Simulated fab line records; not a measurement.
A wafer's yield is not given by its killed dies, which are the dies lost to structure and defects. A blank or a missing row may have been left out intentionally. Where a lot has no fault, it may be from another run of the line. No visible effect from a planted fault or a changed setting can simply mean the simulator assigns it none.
Chamber matching || flow rit cmos || wet bench-04 running RIT_SILICIDE_WET_ETCH_05: 3 sister chambers
The step etches Ti in SPM, time 120 s. 14 wafers are shown with their chamber, then 7 later ones without.

EACH WAFER AND ITS CHAMBER
{"wafer": "L249.1", "chamber": 3, "bath heat duty pct (%)": 12.0, "bath guard temp C (C)": 90.0, "temp c (C)": 89.89}
{"wafer": "L249.3", "chamber": 3, "bath heat duty pct (%)": 12.0, "bath guard temp C (C)": 90.2, "temp c (C)": 90.22}
{"wafer": "L249.4", "chamber": 3, "bath heat duty pct (%)": 12.3, "bath guard temp C (C)": 90.1, "temp c (C)": 90.04}
{"wafer": "L250.2", "chamber": 1, "bath heat duty pct (%)": 17.7, "bath guard temp C (C)": 90.2, "temp c (C)": 89.91}
{"wafer": "L250.4", "chamber": 1, "bath heat duty pct (%)": 16.4, "bath guard temp C (C)": 90.3, "temp c (C)": 89.92}
{"wafer": "L250.6", "chamber": 1, "bath heat duty pct (%)": 16.3, "bath guard temp C (C)": 90.2, "temp c (C)": 90.02}
{"wafer": "L262.3", "chamber": 0, "bath heat duty pct (%)": 13.3, "bath guard temp C (C)": 90.3, "temp c (C)": 89.99}
{"wafer": "L262.5", "chamber": 0, "bath heat duty pct (%)": 14.1, "bath guard temp C (C)": 90.0, "temp c (C)": 90.02}
{"wafer": "L262.6", "chamber": 0, "bath heat duty pct (%)": 13.3, "bath guard temp C (C)": 90.4, "temp c (C)": 90.13}
{"wafer": "L265.1", "chamber": 3, "bath heat duty pct (%)": 11.6, "bath guard temp C (C)": 90.1, "temp c (C)": 89.96}
{"wafer": "L265.2", "chamber": 3, "bath heat duty pct (%)": 12.2, "bath guard temp C (C)": 90.0, "temp c (C)": 89.78}
{"wafer": "L265.6", "chamber": 3, "bath heat duty pct (%)": 10.6, "bath guard temp C (C)": 89.8, "temp c (C)": 89.96}
{"wafer": "L268.1", "chamber": 1, "bath heat duty pct (%)": 16.4, "bath guard temp C (C)": 90.3, "temp c (C)": 89.78}
{"wafer": "L268.5", "chamber": 1, "bath heat duty pct (%)": 16.3, "bath guard temp C (C)": 90.6, "temp c (C)": 89.83}

SIGNATURES, as means of the wafers listed above
{"reading": "bath heat duty pct", "chamber 0": 13.567, "chamber 1": 16.620, "chamber 3": 11.783, "scatter within a chamber": 0.593}
{"reading": "bath guard temp C", "chamber 0": 90.233, "chamber 1": 90.320, "chamber 3": 90.033, "scatter within a chamber": 0.162}
{"reading": "temp c", "chamber 0": 90.0467, "chamber 1": 89.8920, "chamber 3": 89.9750, "scatter within a chamber": 0.119}
Rule: for a wafer and a chamber, the distance is found by dividing, reading by reading, the gap between the wafer's reading and the chamber's mean by the reading's scatter, squaring, summing and taking the root. The wafer belongs to the nearest chamber; if the next one is less than 2 further off, it can't be placed. The scatter: take each reading less its chamber's mean, square it, sum over the shown wafers, divide by the number of wafers less the number of chambers, and take the root.

WAFERS MISSING THEIR CHAMBER
{"wafer": "L268.6", "bath heat duty pct (%)": 16.5, "bath guard temp C (C)": 90.2, "temp c (C)": 89.94}
{"wafer": "L269.2", "bath heat duty pct (%)": 16.4, "bath guard temp C (C)": 90.3, "temp c (C)": 89.95}
{"wafer": "L269.3", "bath heat duty pct (%)": 16.2, "bath guard temp C (C)": 90.5, "temp c (C)": 89.97}
{"wafer": "L269.4", "bath heat duty pct (%)": 16.1, "bath guard temp C (C)": 90.5, "temp c (C)": 90.08}
{"wafer": "L270.2", "bath heat duty pct (%)": 15.5, "bath guard temp C (C)": 90.2, "temp c (C)": 90.06}
{"wafer": "L270.4", "bath heat duty pct (%)": 17.7, "bath guard temp C (C)": 90.4, "temp c (C)": 89.90}
{"wafer": "L270.5", "bath heat duty pct (%)": 17.3, "bath guard temp C (C)": 90.7, "temp c (C)": 89.93}

THE CHAMBER EACH PASSED THROUGH
{"wafer": "L268.6", "from the rows above": 1, "in truth": 1}
{"wafer": "L269.2", "from the rows above": 1, "in truth": 1}
{"wafer": "L269.3", "from the rows above": 1, "in truth": 1}
{"wafer": "L269.4", "from the rows above": 1, "in truth": 1}
{"wafer": "L270.2", "from the rows above": "can't be placed: 1 or 0", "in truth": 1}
{"wafer": "L270.4", "from the rows above": 1, "in truth": 1}
{"wafer": "L270.5", "from the rows above": 1, "in truth": 1}
Placed correctly: 6 of 7. Unplaceable from these rows: 1, with the true chamber sitting among the candidates in 1. Placed wrongly: 0.
